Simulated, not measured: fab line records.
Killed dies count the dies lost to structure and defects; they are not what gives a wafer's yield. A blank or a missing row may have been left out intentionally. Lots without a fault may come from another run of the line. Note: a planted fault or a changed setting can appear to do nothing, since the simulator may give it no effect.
fab line records	flow berkeleyCmos170
record lots=5	wafers=23
route steps=331 shown ZERO@7 NWELL@21 PWELL@36 PFIELD@80 PVT@123 NSD@190 BACKSIDE@200 V1@256
startH: hours from the record's first day to the start of the lot's first wafer shown	waitH: hours elapsed since this lot's preceding step	" the same as in the row above	L1.1+2: several wafers, shown together as one row	- no value, or no start was given	* or withheld: withheld	< > ~ a bound
route shown NAME@n: names a module that has steps shown in the file, with the first one's number in the route	usual: average and standard deviation across the fault-free wafers	same: alike in all rows	chamber/n: place in a boat	sites: each site's reading	_std_site: standard deviation of those values	_edge_site: mean of outer sites minus mean of inner sites	radiusMm: how far each site lies from the wafer's centre	mask NAME#n: copy n	behind: the most recent tool/chamber to have shaped the wafer	hold: why the lot was held/for how many hours/how that ended	device: whichever transistor did not switch (one of n, p or np)	end of line: tests of these same wafers at the route's end	where a step has no rows: the recipe by itself	killed: not the wafer's yield, but the dies lost to structure and defects at the first sort	map: the dies of a wafer, with x for killed, . for not killed, _ for no die there
set.NAME: the setting as run; set.NAME@STEP: as run at that earlier step	model.NAME: the simulator's own value behind a step, which no gauge read
one table per step and one row per wafer, for lots whose settings were changed on purpose
## steps
# step UCB170_ZERO_COAT_01
# recipe resist=KrF	spinRpm=1500	resistThkNm=900
lot.wafer	tool	chamber	startH	waitH	set.resistThkNm	model.KrF_of_ZERO_COAT_01.thkNm
L075.1	lithoTrack-02	0	24.39	0.1	875.3	874.4
L075.2	"	0	"	"	900	902.7
L075.3	"	0	"	"	875.3	876.1
L075.5	"	0	"	"	875.3	872.6
L075.6	"	0	"	"	900	901.8
L077.2	lithoTrack-01	0	38.25	0.1	900	899.3
L077.3	"	0	"	"	900	899.8
L077.4	"	0	"	"	900	902.4
L077.5	"	0	"	"	900	902.7
L077.6	"	0	"	"	900	903.8
L080.1	lithoTrack-02	0	47.66	0.1	900	900
L080.2	"	0	"	"	900	899.2
L080.3	"	0	"	"	900	900.1
L080.5	"	0	"	"	900	900.4
L080.6	"	0	"	"	900	898.9
L083.1	lithoTrack-04	0	63.61	0.1	900	902.2
L083.3	"	0	"	"	900	901.9
L083.4	"	0	"	"	900	897.7
L085.2	lithoTrack-02	0	77.83	0.1	900	901.1
L085.3	"	0	"	"	938	940.3
L085.4	"	0	"	"	938	942.5
L085.5	"	0	"	"	900	903.9
L085.6	"	0	"	"	938	939.2
# step UCB170_ZERO_PEB_04
# recipe pebTempC=130	pebTimeS=withheld	resist=KrF
lot.wafer	tool	chamber	startH	waitH	set.pebTempC
L075.1+2+3+5+6	lithoTrack-04	0	25.73	0.9	130
L077.2+3+4+5+6	lithoTrack-01	0	39.00	0.3	130
L080.1+3	lithoTrack-01	0	48.95	1.0	130
L080.2+5+6	"	0	"	"	132.7
L083.1+3+4	lithoTrack-04	0	64.36	0.2	130
L085.2+5+6	lithoTrack-01	0	78.76	0.5	130
L085.3+4	"	0	"	"	126.1
# step UCB170_ZERO_DEVELOP_05
# recipe developer=TMAH	developTimeS=45	resist=KrF	devTempC=21
# step UCB170_ZERO_ETCH_06
# recipe chemistry=CHF3/CF4/Ar	target=SiO2	timeS=12	pressureMtorr=100	rfW=500	CHF3_flow_sccm=50	cf4FlowSccm=10	Ar_flow_sccm=120	overEtchFrac=1.709
# step UCB170_ZERO_STRIP_07
# recipe chemistry=O2	powerW=400	pressureMtorr=3500	platenTempC=withheld	o2FlowSccm=400	overashFraction=0.5
# usual stripTimeToEndpointS=21.49/0.078
lot.wafer	tool	chamber	startH	waitH	set.resistThkNm@ZERO_COAT_01	stripTimeToEndpointS
L075.1	plasmaAsher-02	0	26.03	0.0	875.3	20.86
L075.2	"	1	"	"	900	21.52
L075.3	"	0	"	"	875.3	20.89
L075.5	"	0	"	"	875.3	20.80
L075.6	"	1	"	"	900	21.49
L077.2	plasmaAsher-04	0	39.28	0.0	900	21.45
L077.3	"	1	"	"	900	21.46
L077.4	"	0	"	"	900	21.54
L077.5	"	0	"	"	900	21.53
L077.6	"	1	"	"	900	21.56
L080.1	plasmaAsher-02	0	49.25	0.0	900	21.47
L080.2	"	1	"	"	900	21.44
L080.3	"	0	"	"	900	21.45
L080.5	"	1	"	"	900	21.47
L080.6	"	0	"	"	900	21.43
L083.1	plasmaAsher-02	1	64.66	0.0	900	21.51
L083.3	"	1	"	"	900	21.51
L083.4	"	0	"	"	900	21.41
L085.2	plasmaAsher-02	1	79.04	0.0	900	21.49
L085.3	"	0	"	"	938	22.43
L085.4	"	1	"	"	938	22.47
L085.5	"	0	"	"	900	21.57
L085.6	"	1	"	"	938	22.40
# step UCB170_NWELL_COAT_07
# recipe resist=KrF	spinRpm=1500	resistThkNm=900
lot.wafer	tool	chamber	startH	waitH	set.spinRpm	model.KrF_of_NWELL_COAT_07.thkNm
L075.1	lithoTrack-04	0	39.35	0.1	1500	902.6
L075.2	"	0	"	"	1500	899
L075.3	"	0	"	"	1417	925.1
L075.5	"	0	"	"	1417	925.8
L075.6	"	0	"	"	1500	900.8
L077.2	lithoTrack-01	0	54.65	0.1	1470	907.7
L077.3	"	0	"	"	1470	906.6
L077.4	"	0	"	"	1500	898.4
L077.5	"	0	"	"	1470	908.1
L077.6	"	0	"	"	1500	900.4
L080.1	lithoTrack-03	0	60.21	0.1	1467	915.9
L080.2	"	0	"	"	1467	916.3
L080.3	"	0	"	"	1500	902.7
L080.5	"	0	"	"	1500	905.6
L080.6	"	0	"	"	1467	916.8
L083.1	lithoTrack-04	0	75.39	0.1	1500	898.8
L083.3	"	0	"	"	1500	900.3
L083.4	"	0	"	"	1500	897
L085.2	lithoTrack-04	0	90.55	0.1	1531	890.4
L085.3	"	0	"	"	1500	901.2
L085.4	"	0	"	"	1531	891.9
L085.5	"	0	"	"	1500	899.2
L085.6	"	0	"	"	1531	885.1
# step UCB170_NWELL_SOFTBAKE_08
# recipe resist=KrF	tempC=130	timeS=60
# step UCB170_NWELL_EXPOSE_09
# recipe maskId=NWELL	targetCdNm=3000	na=0.5	sigmaOuter=0.6	sourceShape=conventional	doseMj=25
# step UCB170_NWELL_DEVELOP_11
# recipe developer=TMAH	developTimeS=45	resist=KrF	devTempC=21
# step UCB170_NWELL_ETCH_13
# recipe chemistry=CH3F/Ar/O2	target=Si3N4	stopOn=SiO2	CH3F_flow_sccm=20	Ar_flow_sccm=50	O2_flow_sccm=7	pressureMtorr=50	rfW=450	targetDepthA=2464	overEtchFrac=0.1	timeS=154
lot.wafer	tool	chamber	startH	waitH	set.spinRpm@NWELL_COAT_07	model.KrF_of_NWELL_COAT_07.thkNm
L075.1	rieDiel-01	3	40.42	0.0	1500	723.6
L075.2	"	2	"	"	1500	719.9
L075.3	"	0	"	"	1417	745.7
L075.5	"	3	"	"	1417	745.6
L075.6	"	2	"	"	1500	721.6
L077.2	rieDiel-04	1	55.92	0.0	1470	725.6
L077.3	"	2	"	"	1470	723.3
L077.4	"	0	"	"	1500	719.4
L077.5	"	3	"	"	1470	726.7
L077.6	"	2	"	"	1500	716.5
L080.1	rieDiel-02	1	61.56	0.0	1467	729.6
L080.2	"	2	"	"	1467	733.8
L080.3	"	3	"	"	1500	718.1
L080.5	"	0	"	"	1500	728.3
L080.6	"	1	"	"	1467	732
L083.1	rieDiel-01	2	76.25	0.0	1500	723.2
L083.3	"	3	"	"	1500	721
L083.4	"	1	"	"	1500	719.7
L085.2	rieDiel-01	2	91.55	0.0	1531	715.3
L085.3	"	1	"	"	1500	725.3
L085.4	"	3	"	"	1531	714.9
L085.5	"	0	"	"	1500	721.5
L085.6	"	1	"	"	1531	708.3
# step UCB170_NWELL_IMPLANT_14
# recipe species=P	doseCm2=1e+13	energyKev=152.3	tiltDeg=7
# step UCB170_NWELL_STRIP_15
# recipe chemistry=O2	powerW=400	pressureMtorr=3500	platenTempC=withheld	o2FlowSccm=400	overashFraction=0.5
# usual stripTimeToEndpointS=17.96/0.099
lot.wafer	tool	chamber	startH	waitH	set.spinRpm@NWELL_COAT_07	stripTimeToEndpointS
L075.1	plasmaAsher-03	0	40.67	0.1	1500	18.07
L075.2	"	1	"	"	1500	17.98
L075.3	"	1	"	"	1417	18.60
L075.5	"	0	"	"	1417	18.59
L075.6	"	1	"	"	1500	18.02
L077.2	plasmaAsher-03	0	56.17	0.1	1470	18.11
L077.3	"	1	"	"	1470	18.06
L077.4	"	0	"	"	1500	17.97
L077.5	"	1	"	"	1470	18.14
L077.6	"	0	"	"	1500	17.89
L080.1	plasmaAsher-03	0	61.81	0.1	1467	18.19
L080.2	"	1	"	"	1467	18.30
L080.3	"	1	"	"	1500	17.94
L080.5	"	1	"	"	1500	18.18
L080.6	"	0	"	"	1467	18.27
L083.1	plasmaAsher-01	1	76.50	0.1	1500	18.06
L083.3	"	0	"	"	1500	18.01
L083.4	"	1	"	"	1500	17.96
L085.2	plasmaAsher-01	1	91.80	0.1	1531	17.88
L085.3	"	1	"	"	1500	18.11
L085.4	"	0	"	"	1531	17.85
L085.5	"	0	"	"	1500	18.01
L085.6	"	1	"	"	1531	17.70
# step UCB170_PWELL_OXIDATION_02
# recipe tempC=1000	ambient=O2	targetThkA=264	oxTimeS=1260
lot.wafer	tool	chamber	startH	waitH	set.oxTimeS	model.SiO2_of_PWELL_OXIDATION_02.thkNm
L075.1	-	-	-	0.8	1421	28.39
L075.2	"	-	"	"	1421	28.72
L075.3	"	-	"	"	1421	28.03
L075.5	"	-	"	"	1421	28.46
L075.6	"	-	"	"	1421	28.52
L077.2	-	-	-	3.4	1103	24.89
L077.3	"	-	"	"	1103	24.69
L077.4+6	"	-	"	"	1103	24.62
L077.5	"	-	"	"	1103	24.94
L080.1	-	-	-	1.4	1079	23.67
L080.2	"	-	"	"	1079	23.72
L080.3	"	-	"	"	1079	23.9
L080.5	"	-	"	"	1079	24.16
L080.6	"	-	"	"	1079	23.78
L083.1	furnace-04	0	84.42	3.4	1260	27
L083.3	"	0	"	"	1260	27.36
L083.4	"	0	"	"	1260	26.77
L085.2	-	-	-	3.1	1260	27.2
L085.3	"	-	"	"	1260	26.96
L085.4	"	-	"	"	1260	27.01
L085.5	"	-	"	"	1260	27.63
L085.6	"	-	"	"	1260	27.31
# step UCB170_PWELL_THK_MEAS_03
# recipe reads=SiO2_of_PWELL_OXIDATION_02
# usual PWELL_OXIDE_THK=26.6/0.38
lot.wafer	tool	chamber	startH	waitH	set.oxTimeS@PWELL_OXIDATION_02	PWELL_OXIDE_THK[nm]
L075.1	filmMetro-01	-	-	-	1421	28.4
L075.2	"	-	"	"	1421	28.7
L075.3	"	-	"	"	1421	28.0
L075.5	"	-	"	"	1421	28.5
L075.6	"	-	"	"	1421	28.5
L080.1	filmMetro-02	-	-	-	1079	23.7
L080.2	"	-	"	"	1079	23.7
L080.3	"	-	"	"	1079	23.9
L080.5	"	-	"	"	1079	24.1
L080.6	"	-	"	"	1079	23.8
L077.2	filmMetro-04	-	-	-	1103	24.9
L077.3	"	-	"	"	1103	24.7
L077.4	"	-	"	"	1103	24.7
L077.5	"	-	"	"	1103	24.9
L077.6	"	-	"	"	1103	24.6
L083.1	filmMetro-04	-	85.77	0.0	1260	27.0
L083.3	"	-	"	"	1260	27.4
L083.4	"	-	"	"	1260	26.8
L085.2	filmMetro-01	-	-	-	1260	27.2
L085.3	"	-	"	"	1260	27.0
L085.4	"	-	"	"	1260	27.0
L085.5	"	-	"	"	1260	27.7
L085.6	"	-	"	"	1260	27.3
# step UCB170_PFIELD_COAT_01
# recipe resist=KrF	spinRpm=1500	resistThkNm=900
lot.wafer	tool	chamber	startH	waitH	set.resistThkNm	model.KrF_of_PFIELD_COAT_01.thkNm
L075.1	lithoTrack-01	0	87.67	0.1	900	901.6
L075.2	"	0	"	"	900	900.9
L075.3	"	0	"	"	883.3	883.4
L075.5	"	0	"	"	883.3	883.8
L075.6	"	0	"	"	883.3	886
L077.2	lithoTrack-04	0	116.76	0.1	900	903.1
L077.3	"	0	"	"	926.6	931.8
L077.4+5	"	0	"	"	900	902.2
L077.6	"	0	"	"	926.6	931.6
L080.1	lithoTrack-02	0	117.04	0.1	900	901.9
L080.2	"	0	"	"	900	902.2
L080.3	"	0	"	"	872.9	875.6
L080.5	"	0	"	"	900	902.6
L080.6	"	0	"	"	872.9	874.2
L083.1	lithoTrack-01	0	131.18	0.1	900	898.9
L083.3	"	0	"	"	900	899
L083.4	"	0	"	"	900	899.7
L085.2	lithoTrack-04	0	146.48	0.1	900	898.7
L085.3	"	0	"	"	900	897
L085.4	"	0	"	"	900	898.6
L085.5	"	0	"	"	883.4	884.4
L085.6	"	0	"	"	883.4	884.7
# step UCB170_PFIELD_SOFTBAKE_02
# recipe resist=KrF	tempC=130	timeS=60
# step UCB170_PFIELD_EXPOSE_03
# recipe maskId=PFIELD	na=0.5	sigmaOuter=0.6	sourceShape=conventional	targetCdNm=1500	doseMj=30
# step UCB170_PFIELD_IMPLANT_07
# recipe species=B	doseCm2=2e+13	energyKev=81.05	tiltDeg=7
# step UCB170_PFIELD_STRIP_08
# recipe chemistry=O2	powerW=400	pressureMtorr=3500	platenTempC=withheld	o2FlowSccm=400	overashFraction=0.5
# usual stripTimeToEndpointS=21.66/0.05
lot.wafer	tool	chamber	startH	waitH	set.resistThkNm@PFIELD_COAT_01	stripTimeToEndpointS
L075.1	plasmaAsher-02	1	88.55	0.1	900	21.66
L075.2	"	0	"	"	900	21.64
L075.3	"	0	"	"	883.3	21.22
L075.5	"	0	"	"	883.3	21.25
L075.6	"	1	"	"	883.3	21.28
L077.2	plasmaAsher-02	0	118.65	0.2	900	21.71
L077.3	"	0	"	"	926.6	22.39
L077.4	"	1	"	"	900	21.67
L077.5	"	0	"	"	900	21.69
L077.6	"	1	"	"	926.6	22.39
L080.1	plasmaAsher-01	1	118.77	0.1	900	21.67
L080.2	"	0	"	"	900	21.70
L080.3	"	0	"	"	872.9	21.05
L080.5	"	1	"	"	900	21.68
L080.6	"	0	"	"	872.9	21.01
L083.1	plasmaAsher-02	1	132.43	0.1	900	21.59
L083.3	"	1	"	"	900	21.60
L083.4	"	0	"	"	900	21.62
L085.2	plasmaAsher-02	1	147.49	0.1	900	21.60
L085.3	"	0	"	"	900	21.56
L085.4	"	1	"	"	900	21.59
L085.5	"	1	"	"	883.4	21.26
L085.6	"	0	"	"	883.4	21.26
# step UCB170_PVT_STRIP_08
# recipe chemistry=O2	powerW=400	pressureMtorr=3500	platenTempC=withheld	o2FlowSccm=400	overashFraction=0.5
# usual oesProductAu=0.735/0.0043
lot.wafer	tool	chamber	startH	waitH	set.overashFraction	oesProductAu
L075.1	plasmaAsher-01	0	122.52	0.1	0.5	0.735
L075.2	"	1	"	"	0.5	0.739
L075.3	"	1	"	"	0.5696	0.706
L075.5	"	0	"	"	0.5696	0.708
L075.6	"	1	"	"	0.5	0.736
L077.2	plasmaAsher-03	1	154.31	0.1	0.5	0.733
L077.3	"	0	"	"	0.6482	0.691
L077.4	"	1	"	"	0.6482	0.687
L077.5	"	1	"	"	0.6482	0.684
L077.6	"	0	"	"	0.5	0.732
L080.1	plasmaAsher-03	1	155.41	0.1	0.5809	0.696
L080.2	"	0	"	"	0.5809	0.706
L080.3	"	0	"	"	0.5	0.727
L080.5	"	1	"	"	0.5	0.732
L080.6	"	0	"	"	0.5809	0.712
L083.1	plasmaAsher-03	1	168.67	0.1	0.5	0.744
L083.3	"	1	"	"	0.5	0.735
L083.4	"	0	"	"	0.5	0.732
L085.2	plasmaAsher-03	1	186.72	0.1	0.612	0.706
L085.3	"	0	"	"	0.612	0.696
L085.4	"	1	"	"	0.5	0.732
L085.5	"	0	"	"	0.5	0.740
L085.6	"	1	"	"	0.5	0.729
# step UCB170_NSD_EXPOSE_03
# recipe maskId=NSELECT_MOD	na=0.5	sigmaOuter=0.6	sourceShape=conventional	targetCdNm=1200	doseMj=30
lot.wafer	tool	chamber	startH	waitH	mask	set.doseMj
L075.1+2+3+5+6	krfScanner-01	0	150.17	0.2	NSELECT_MOD#0	30
L080.1+6	krfScanner-02	0	182.76	0.2	NSELECT_MOD#0	28.99
L080.2+3+5	"	0	"	"	NSELECT_MOD#0	30
L077.2+6	krfScanner-02	0	192.65	0.1	NSELECT_MOD#0	30.59
L077.3+4+5	"	0	"	"	NSELECT_MOD#0	30
L083.1+3+4	krfScanner-02	0	196.44	0.1	NSELECT_MOD#0	30
L085.2+6	krfScanner-01	0	213.40	0.3	NSELECT_MOD#0	30
L085.3+4+5	"	0	"	"	NSELECT_MOD#0	27.9
# step UCB170_NSD_PEB_04
# recipe pebTempC=130	pebTimeS=withheld	resist=KrF
# step UCB170_NSD_DEVELOP_05
# recipe developer=TMAH	developTimeS=45	resist=KrF	devTempC=21
# step UCB170_NSD_CD_MEAS_06
# recipe targetCdNm=1200
# usual cdNm=1199.9/1.3
lot.wafer	tool	chamber	startH	waitH	set.doseMj@NSD_EXPOSE_03	cdNm
L075.1	cdSem-01	-	151.32	-	30	1200.5
L075.2	"	-	"	"	30	1199.6
L075.3	"	-	"	"	30	1198.9
L075.5	"	-	"	"	30	1200.3
L075.6	"	-	"	"	30	1198.7
L080.1	cdSem-02	-	183.18	-	28.99	1194.9
L080.2	"	-	"	"	30	1201.1
L080.3	"	-	"	"	30	1201.6
L080.5	"	-	"	"	30	1200.5
L080.6	"	-	"	"	28.99	1195.3
L077.2	cdSem-01	-	193.38	-	30.59	1204.0
L077.3	"	-	"	"	30	1199.7
L077.4	"	-	"	"	30	1200.2
L077.5	"	-	"	"	30	1201.0
L077.6	"	-	"	"	30.59	1203.4
L083.1	cdSem-02	-	196.99	-	30	1198.2
L083.3	"	-	"	"	30	1200.2
L083.4	"	-	"	"	30	1198.6
L085.2	cdSem-02	-	214.19	-	30	1198.2
L085.3	"	-	"	"	27.9	1184.9
L085.4	"	-	"	"	27.9	1185.5
L085.5	"	-	"	"	27.9	1186.3
L085.6	"	-	"	"	30	1199.7
# step UCB170_BACKSIDE_COAT_01
# recipe resist=KrF	spinRpm=1500	resistThkNm=900
lot.wafer	tool	chamber	startH	waitH	set.resistThkNm	model.KrF_of_BACKSIDE_COAT_01.thkNm
L075.1	lithoTrack-01	0	153.73	0.1	866.3	868.4
L075.2+6	"	0	"	"	866.3	867.5
L075.3	"	0	"	"	900	902.7
L075.5	"	0	"	"	900	900.8
L080.1	lithoTrack-01	0	184.01	0.1	900	903.4
L080.2	"	0	"	"	900	904.4
L080.3	"	0	"	"	900	904.5
L080.5	"	0	"	"	900	902.4
L080.6	"	0	"	"	900	901.4
L077.2	lithoTrack-04	0	194.37	0.1	900	901.2
L077.3	"	0	"	"	858	856.6
L077.4	"	0	"	"	858	858.3
L077.5	"	0	"	"	900	900.1
L077.6	"	0	"	"	900	900.4
L083.1	lithoTrack-02	0	198.02	0.1	900	904.8
L083.3+4	"	0	"	"	900	906.6
L085.2	lithoTrack-04	0	215.43	0.1	900	898.3
L085.3	"	0	"	"	870.2	870.1
L085.4	"	0	"	"	900	898.9
L085.5	"	0	"	"	900	902.2
L085.6	"	0	"	"	870.2	870.5
# step UCB170_BACKSIDE_SOFTBAKE_02
# recipe resist=KrF	tempC=130	timeS=60
# step UCB170_BACKSIDE_STRIP_03
# recipe chemistry=O2	powerW=400	pressureMtorr=3500	platenTempC=withheld	o2FlowSccm=400	overashFraction=0.5
# usual stripTimeToEndpointS=22.02/0.067
lot.wafer	tool	chamber	startH	waitH	set.resistThkNm@BACKSIDE_COAT_01	stripTimeToEndpointS
L075.1	plasmaAsher-01	0	154.12	0.2	866.3	21.22
L075.2	"	1	"	"	866.3	21.17
L075.3	"	0	"	"	900	22.04
L075.5	"	0	"	"	900	21.99
L075.6	"	1	"	"	866.3	21.18
L080.1	plasmaAsher-01	1	184.31	0.1	900	22.04
L080.2	"	0	"	"	900	22.07
L080.3	"	1	"	"	900	22.07
L080.5	"	0	"	"	900	22.02
L080.6	"	1	"	"	900	22.00
L077.2	plasmaAsher-04	1	194.65	0.1	900	22.01
L077.3	"	1	"	"	858	20.91
L077.4	"	0	"	"	858	20.97
L077.5	"	0	"	"	900	21.97
L077.6	"	1	"	"	900	21.99
L083.1	plasmaAsher-02	0	198.32	0.1	900	22.09
L083.3	"	1	"	"	900	22.13
L083.4	"	0	"	"	900	22.12
L085.2	plasmaAsher-04	0	215.71	0.1	900	21.92
L085.3	"	1	"	"	870.2	21.26
L085.4	"	0	"	"	900	21.94
L085.5	"	0	"	"	900	22.02
L085.6	"	1	"	"	870.2	21.27
# step UCB170_V1_CMP_02
# recipe material=SiO2	downForcePsi=6	platenRpm=60	padVelocityMS=0.75398
lot.wafer	tool	chamber	startH	waitH	set.leaveAboveRefNm	model.SiO2_of_V1_CVD_00.thkNm
L075.3	cmp-02	0	167.72	0.0	1000	1000
L075.1+6	"	1	"	"	960.1	958.8
L075.2	"	2	"	"	1000	1001
L075.5	"	0	"	"	960.1	961.4
L080.3	cmp-01	1	193.77	0.0	1000	1002
L080.1	"	2	"	"	1000	1000
L080.2+5	"	3,1	"	"	1048	1050
L080.6	"	2	"	"	1048	1049
L077.4	cmp-01	2	205.25	0.0	955.1	953.4
L077.3	"	3	"	"	1000	998.3
L077.2	"	1	"	"	955.1	956.2
L077.5	"	2	"	"	955.1	954
L077.6	"	3	"	"	1000	998.5
L083.4	cmp-02	2	209.32	0.0	1000	1000
L083.1	"	0	"	"	1000	1001
L083.3	"	1	"	"	1000	998.6
L085.3	cmp-01	0	227.16	0.1	1058	1057
L085.2	"	1	"	"	1058	1059
L085.4	"	2	"	"	1000	998.2
L085.5	"	3	"	"	1000	999.9
L085.6	"	0	"	"	1000	1001
# step UCB170_V1_THK_MEAS_04
# recipe reads=SiO2_of_V1_CVD_00
# usual V1_POLISHED_THK=1000.1/1.1
lot.wafer	tool	chamber	startH	waitH	set.leaveAboveRefNm@V1_CMP_02	V1_POLISHED_THK[nm]
L075.1	filmMetro-01	-	168.14	0.1	960.1	959.0
L075.2	"	-	"	"	1000	1000.3
L075.3	"	-	"	"	1000	1000.5
L075.5	"	-	"	"	960.1	962.0
L075.6	"	-	"	"	960.1	958.6
L080.1	filmMetro-02	-	194.19	0.1	1000	1000.1
L080.2	"	-	"	"	1048	1050.8
L080.3	"	-	"	"	1000	1001.8
L080.5	"	-	"	"	1048	1049.6
L080.6	"	-	"	"	1048	1049.0
L077.2	filmMetro-03	-	205.68	0.1	955.1	956.3
L077.3	"	-	"	"	1000	998.3
L077.4	"	-	"	"	955.1	953.2
L077.5	"	-	"	"	955.1	954.6
L077.6	"	-	"	"	1000	998.6
L083.1	filmMetro-03	-	209.74	0.1	1000	1000.2
L083.3	"	-	"	"	1000	998.1
L083.4	"	-	"	"	1000	1000.8
L085.2	filmMetro-03	-	227.54	0.1	1058	1058.4
L085.3	"	-	"	"	1058	1057.0
L085.4	"	-	"	"	1000	998.1
L085.5	"	-	"	"	1000	999.5
L085.6	"	-	"	"	1000	1001.9
## key
split step=UCB170_ZERO_COAT_01	setting=resistThkNm	stated=900	by=wafer
response step=UCB170_ZERO_COAT_01	reading=model.KrF_of_ZERO_COAT_01.thkNm	change=+9.37	per=1%	r=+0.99
response step=UCB170_ZERO_STRIP_07	reading=stripTimeToEndpointS	change=*	per=1%	r=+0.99
split step=UCB170_ZERO_PEB_04	setting=pebTempC	stated=130	by=wafer
response none clear
split step=UCB170_NWELL_COAT_07	setting=spinRpm	stated=1500	by=wafer
response step=UCB170_NWELL_COAT_07	reading=model.KrF_of_NWELL_COAT_07.thkNm	change=-4.63	per=1%	r=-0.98
response step=UCB170_NWELL_ETCH_13	reading=model.KrF_of_NWELL_COAT_07.thkNm	change=-4.29	per=1%	r=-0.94
response step=UCB170_NWELL_STRIP_15	reading=stripTimeToEndpointS	change=*	per=1%	r=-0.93
split step=UCB170_PWELL_OXIDATION_02	setting=oxTimeS	stated=1260	by=lot
response step=UCB170_PWELL_OXIDATION_02	reading=model.SiO2_of_PWELL_OXIDATION_02.thkNm	change=+0.166	per=1%	r=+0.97
response step=UCB170_PWELL_THK_MEAS_03	reading=PWELL_OXIDE_THK	change=+0.166	per=1%	r=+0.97
split step=UCB170_PFIELD_COAT_01	setting=resistThkNm	stated=900	by=wafer
response step=UCB170_PFIELD_COAT_01	reading=model.KrF_of_PFIELD_COAT_01.thkNm	change=+9.13	per=1%	r=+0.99
response step=UCB170_PFIELD_STRIP_08	reading=stripTimeToEndpointS	change=*	per=1%	r=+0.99
split step=UCB170_PVT_STRIP_08	setting=overashFraction	stated=0.5	by=wafer
response step=UCB170_PVT_STRIP_08	reading=oesProductAu	change=-0.00157	per=1%	r=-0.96
split step=UCB170_NSD_EXPOSE_03	setting=doseMj	stated=30	by=wafer
response step=UCB170_NSD_CD_MEAS_06	reading=cdNm	change=+1.87	per=1%	r=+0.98
split step=UCB170_BACKSIDE_COAT_01	setting=resistThkNm	stated=900	by=wafer
response step=UCB170_BACKSIDE_COAT_01	reading=model.KrF_of_BACKSIDE_COAT_01.thkNm	change=+9.11	per=1%	r=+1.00
response step=UCB170_BACKSIDE_STRIP_03	reading=stripTimeToEndpointS	change=*	per=1%	r=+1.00
split step=UCB170_V1_CMP_02	setting=leaveAboveRefNm	stated=1000	by=wafer
response step=UCB170_V1_CMP_02	reading=model.SiO2_of_V1_CVD_00.thkNm	change=+9.99	per=1%	r=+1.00
response step=UCB170_V1_THK_MEAS_04	reading=V1_POLISHED_THK	change=+10	per=1%	r=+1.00
